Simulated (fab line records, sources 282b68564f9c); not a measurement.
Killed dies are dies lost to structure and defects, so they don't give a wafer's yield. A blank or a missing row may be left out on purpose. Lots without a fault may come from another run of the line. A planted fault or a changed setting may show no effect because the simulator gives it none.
fab line records | flow rit_cmos
record lots=6 wafers=18 last_day=7
route steps=202 shown ACTIVE@1 M1@202
lots that met no fault: from a run of the same line without faults
start_h: hours from the record's first day to the start of the lot's first wafer shown | wait_h: hours since the lot's step before | " the same as in the row above | L1.1+2: a row that stands for several wafers | - no value, or no start given | * or withheld: withheld | < > ~ a bound
route shown NAME@n: a module of which the file shows steps, and the number in the route of the first | usual: mean/standard deviation of fault-free wafers | same: alike in all rows | chamber/n: place in a boat | sites: the reading at each site | _std_site: their standard deviation | _edge_site: outer sites' mean less inner sites' | radius_mm: how far each site lies from the wafer's centre | mask NAME#n: copy n | behind: the tool/chamber that last shaped the wafer | hold: why the lot was held/for how many hours/how that ended | device: the transistor (n, p or np) that didn't switch | end of line: the same wafers' tests at the end of the route | a step without rows: its recipe alone | killed: dies lost to structure and defects at the first sort, not the wafer's yield | map: a wafer's dies, x killed, . not, _ none there
set.NAME: the setting as run; set.NAME@STEP: as run at that earlier step | model.NAME: the simulator's own value behind a step, which no gauge read
lots at some steps of the route; a table a step, a row a wafer
## steps
# step RIT_ACTIVE_BOW_MEAS_00
# recipe mode=bow
# usual INCOMING_BOW=0/6.7
# columns lot.wafer tool chamber start_h wait_h INCOMING_BOW[um]
L789.1 film_metro-02 - 10.00 - 2
L789.2 " - " " 0
L789.6 " - " " 7
L797.1 film_metro-01 - 50.00 - -5
L797.3 " - " " -2
L797.4 " - " " 2
L798.1 film_metro-04 - 55.00 - 0
L798.5 " - " " -6
L798.6 " - " " -6
L803.2 film_metro-01 - 80.02 - -11
L803.3 " - " " 0
L803.5 " - " " 9
L805.3 film_metro-02 - 90.04 - -1
L805.5 " - " " 7
L805.6 " - " " -3
L810.2 film_metro-02 - 115.02 - 8
L810.5 " - " " 3
L810.6 " - " " 9
# step RIT_ACTIVE_OXIDATION_01
# recipe temp_c=1007 ambient=O2 target_thk_a=468 ox_time_s=3360
# step RIT_ACTIVE_THK_MEAS_02
# recipe reads=SiO2_of_ACTIVE_OXIDATION_01
# usual ACTIVE_OXIDE_THK=50.3/0.73
# columns lot.wafer tool chamber start_h wait_h ACTIVE_OXIDE_THK[nm]
L789.1 film_metro-02 - 12.05 0.0 49.9
L789.2 " - " " 50.2
L789.6 " - " " 50.1
L797.1 film_metro-02 - 52.05 0.0 49.5
L797.3 " - " " 50.2
L797.4 " - " " 49.3
L798.1 film_metro-04 - 58.03 0.0 48.9
L798.5 " - " " 49.8
L798.6 " - " " 49.7
L803.2 film_metro-02 - 83.09 0.0 49.7
L803.3 " - " " 49.0
L803.5 " - " " 49.6
L805.3 film_metro-02 - 92.44 0.0 49.9
L805.5 " - " " 49.2
L805.6 " - " " 49.1
L810.2 film_metro-02 - 118.10 0.0 50.5
L810.5 " - " " 50.1
L810.6 " - " " 50.0
# step RIT_ACTIVE_CVD_03
# recipe material=Si3N4 target_thk_nm=150 temp_c=810 precursor=SiH2Cl2/NH3 time_s=1500 pressure_mtorr=300 sih2cl2_flow_sccm=60 nh3_flow_sccm=150
# step RIT_ACTIVE_THK_MEAS_04
# recipe reads=Si3N4_of_ACTIVE_CVD_03
# usual ACTIVE_NITRIDE_THK=150.3/1.4
# columns lot.wafer tool chamber start_h wait_h ACTIVE_NITRIDE_THK[nm]
L789.1 film_metro-01 - 13.53 0.0 151.8
L789.2 " - " " 152.1
L789.6 " - " " 151.6
L797.1 film_metro-01 - 53.53 0.0 151.4
L797.3 " - " " 151.2
L797.4 " - " " 152.4
L798.1 film_metro-04 - 59.51 0.0 151.4
L798.5 " - " " 150.3
L798.6 " - " " 150.6
L803.2 film_metro-01 - 84.57 0.0 151.6
L803.3 " - " " 151.7
L803.5 " - " " 153.1
L805.3 film_metro-02 - 93.97 0.0 148.8
L805.5 " - " " 149.5
L805.6 " - " " 149.2
L810.2 film_metro-02 - 119.58 0.0 150.2
L810.5 " - " " 149.4
L810.6 " - " " 151.4
# step RIT_ACTIVE_HMDS_05
# recipe prime_time_s=60 prime_temp_c=140
# step RIT_ACTIVE_COAT_06
# recipe resist=NOVOLAK spin_rpm=3250 resist_thk_nm=1000
# step RIT_ACTIVE_SOFTBAKE_07
# recipe resist=NOVOLAK temp_c=90 time_s=60
# step RIT_ACTIVE_EXPOSE_08
# recipe mask_id=M1 na=0.6 source_shape=conventional sigma_outer=0.6 target_cd_nm=1400 dose_mj=221.2
# step RIT_ACTIVE_PEB_09
# recipe resist=NOVOLAK temp_c=withheld time_s=withheld
# step RIT_ACTIVE_DEVELOP_10
# recipe resist=NOVOLAK develop_time_s=50 dev_temp_c=23
# usual developer_temp_C=23.01/0.096
# columns lot.wafer tool chamber start_h wait_h developer_temp_C
L789.1 litho_track-01 0 14 - 23.14
L789.2 " 0 " " 23.21
L789.6 " 0 " " 23.12
L797.1 litho_track-01 0 54 - 20.71
L797.3 " 0 " " 20.82
L797.4 " 0 " " 20.59
L798.1 litho_track-01 0 60 - 20.61
L798.5 " 0 " " 20.71
L798.6 " 0 " " 20.59
L803.2 litho_track-02 0 85 - 22.95
L803.3 " 0 " " 22.96
L803.5 " 0 " " 23.14
L805.3 litho_track-02 0 94 - 23.15
L805.5 " 0 " " 23.04
L805.6 " 0 " " 23.07
L810.2 litho_track-01 0 120 - 23.03
L810.5 " 0 " " 23.10
L810.6 " 0 " " 23.12
# step RIT_ACTIVE_CD_MEAS_11
# recipe target_cd_nm=1400
# usual cd_nm=1400.2/2
# columns lot.wafer tool chamber start_h wait_h cd_nm
L789.1 cd_sem-02 - 14.44 - 1397.0
L789.2 " - " " 1399.3
L789.6 " - " " 1399.5
L797.1 cd_sem-02 - 54.60 - 1393.5
L797.3 " - " " 1393.8
L797.4 " - " " 1394.7
L798.1 cd_sem-02 - 60.55 - 1394.7
L798.5 " - " " 1393.9
L798.6 " - " " 1392.8
L803.2 cd_sem-02 - 85.49 - 1401.9
L803.3 " - " " 1401.8
L803.5 " - " " 1402.4
L805.3 cd_sem-01 - 95.02 - 1400.8
L805.5 " - " " 1399.2
L805.6 " - " " 1398.6
L810.2 cd_sem-02 - 120.50 - 1398.5
L810.5 " - " " 1398.1
L810.6 " - " " 1398.1
# step RIT_ACTIVE_HARDBAKE_12
# recipe resist=NOVOLAK temp_c=140 time_s=60
# step RIT_M1_PROBE_99
# usual killed_at_contacts=0.1/0.3 killed_at_front_end=7/3.4 killed_dies=7/3.4 killed_open=3.6/2.1 killed_short=3.5/2.1
# same gross_dies=264 killed_at_M0_to_M3=0 killed_at_M4_up=0 killed_at_back_side=0 killed_at_other=0
# columns lot.wafer tool chamber start_h wait_h killed_at_contacts killed_at_front_end killed_dies killed_open killed_short
L789.1 prober-01 - 59.47 0.1 0 7 7 5 2
L789.2 prober-01 - 59.52 0.1 0 5 5 3 2
L789.6 prober-01 - 59.72 0.2 0 3 3 0 3
L810.2 prober-01 - 168.03 0.1 0 9 9 5 4
L810.5 prober-01 - 168.18 0.2 0 9 9 5 4
L810.6 prober-01 - 168.23 0.2 0 9 9 2 7
# killed by level:class
L789.1 SPACER:geometric_particle:open=3 SPACER:geometric_particle:short=2 GATE:geometric_particle:open=1 SILICIDE:geometric_particle:open=1
L789.2 GATE:geometric_particle:open=2 GATE:geometric_particle:short=1 REOX:geometric_particle:short=1 SPACER:geometric_particle:open=1
L789.6 GATE:geometric_particle:short=1 SPACER:geometric_particle:short=1 SILICIDE:geometric_particle:short=1
L810.2 REOX:geometric_particle:short=2 SPACER:geometric_particle:open=2 ACTIVE:geometric_particle:open=1 FOX1:geometric_particle:open=1 FOX1:geometric_particle:short=1 FOX2:geometric_particle:open=1 GATE:geometric_particle:short=1
L810.5 GATE:geometric_particle:short=2 GATE:geometric_particle:open=2 FOX1:geometric_particle:open=1 REOX:geometric_particle:short=1 REOX:geometric_particle:open=1 SPACER:geometric_particle:short=1 SPACER:geometric_particle:open=1
L810.6 SPACER:geometric_particle:short=3 REOX:geometric_particle:short=2 GATE:geometric_particle:short=1 SILICIDE:geometric_particle:open=1 SPACER:geometric_particle:open=1 SILICIDE:geometric_particle:short=1
## key
first_sign step=RIT_ACTIVE_DEVELOP_10 reading=developer_temp_C direction=down sigmas=24 usual=* struck=*
effect step=RIT_ACTIVE_CD_MEAS_11 reading=cd_nm direction=down sigmas=3.1 usual=1400.2 struck=1393.9
met_at RIT_ACTIVE_DEVELOP_10
struck_wafers L797.1,L797.3,L797.4,L798.1,L798.5,L798.6
tester_left_out L797,L798
onset_between 14 54
fault kind=process_parameter_drift tool=litho_track-01 chamber=- onset_h=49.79 steps=RIT_ACTIVE_DEVELOP_10 channel=dev_temp_c offset=* shape=step end_h=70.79 acts_in=* stated=*
# tester_left_out: of these lots the tester's yield and bins aren't shown, on N5 and GAA mostly nor the transistor test; their killed dies are dies lost to structure and defects alone, not to doping, threshold or leakage, so they don't give the yield
